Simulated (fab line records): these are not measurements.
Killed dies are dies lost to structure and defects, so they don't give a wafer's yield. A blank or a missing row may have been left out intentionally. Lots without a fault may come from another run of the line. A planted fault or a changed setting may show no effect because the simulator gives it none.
8D (eight disciplines) problem report, filled in by code / flow rit-cmos / the parts of the form that need people (team, actions taken, sign-off) are left out

1. THE PROBLEM
Across 12 wafers from 4 lots, GATE_POLY_THK at RIT_GATE_THK_MEAS_09 averages 279.1 nm, while fault-free wafers read 249.8 nm with a standard deviation of 2.5. That is +12 standard deviations from the usual mean.
First seen on wafer L157.1, day 4 03:02, on film-metro-01. The record holds 48 wafers of 16 lots with a number at this step. Rule for "out" (also "out of limits"): further than 4 standard deviations from the usual mean. The rest of the wafers with a number are treated as sound.

2. WHAT IT IS AND WHAT IT IS NOT
question=which readings at this step | is=GATE_POLY_THK | is not=-
question=which lots | is=L157, L158, L159, L161 | is not=L150, L152, L153, L154, L156, L165, L168, L169, L170, L171, L172, L173
question=which wafers of those lots | is=all that have a number | is not=-
question=read on which gauges | is=film-metro-01, film-metro-04 | is not=film-metro-03
question=when | is=from day 4 03:02 | is not=up to then (15 sound wafers); but 21 sound wafers of L165, L168, L169, L170, L171, L172, L173 came after

3. SUSPECTS, AND WHAT RULES EACH OUT
Counting: a tool stays on the suspect list if, at a process step up to the reading, it processed all lots that are out and no sound lot following the first of them.
- the gauge at RIT_GATE_THK_MEAS_09: ruled out. Those wafers that are out were read across 2 gauges (film-metro-01, film-metro-04).
- lpcvd-02 at RIT_GATE_CVD_08 (deposits poly-Si from SiH4, target thk 250 nm, time 2220 s): ruled out as a lasting fault. Sound lots L170, L171, L172, L173 ran on it after its first lot that is out, L157 (day 4 01:25).
Left after counting: nothing in the record.

4. THE CAUSE (what the simulator had put in)
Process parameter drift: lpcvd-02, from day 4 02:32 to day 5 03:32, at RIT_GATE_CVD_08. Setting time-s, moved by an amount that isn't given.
The count ruled it out by mistake, since the rule takes a fault to strike every lot its tool runs from the start of the fault on, and this one did not do so.

5. SEQUENCE OF EFFECTS, ordered by route
One row per reading whose mean, taken over the struck wafers that have a number, lies over 3 standard deviations from the usual. Only readings for which the record gives a usual standard deviation are gone through. hours: the time from each lot's start at the first step in this table that gives one to its start at this step, as a median over the lots. sigmas: the change in usual standard deviations.
hours=0; step=RIT_GATE_THK_MEAS_09; reading=GATE_POLY_THK; usual=249.8 nm; on struck wafers=279.1; change=+29.3; sigmas=+12
hours=1; step=RIT_GATE_ETCH_19; reading=oes-product-au; usual=0.847 a.u.; on struck wafers=0.910; change=+0.063; sigmas=+4.5
Here are the process steps it includes:
- RIT_GATE_ETCH_19: etches poly-Si in SF6/CHF3/O2, stops on SiO2, time 165 s, target depth 312.5 nm.
Later measuring or inspecting steps at which every struck wafer that the step has a row for has a number for every such reading, and none has moved that far: RIT_GATE_CD_MEAS_90, RIT_REOX_THK_MEAS_04.

6. HOW IT WOULD HAVE BEEN CAUGHT EARLIER
In this record the first reading out of limits at a measuring or inspecting step was taken at day 4 03:02, 0 hours after the fault began at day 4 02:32.
No tool reading at RIT_GATE_CVD_08 that has a usual standard deviation in the record was out on any struck wafer, so an alarm limit of 4 standard deviations on those readings would not have fired.
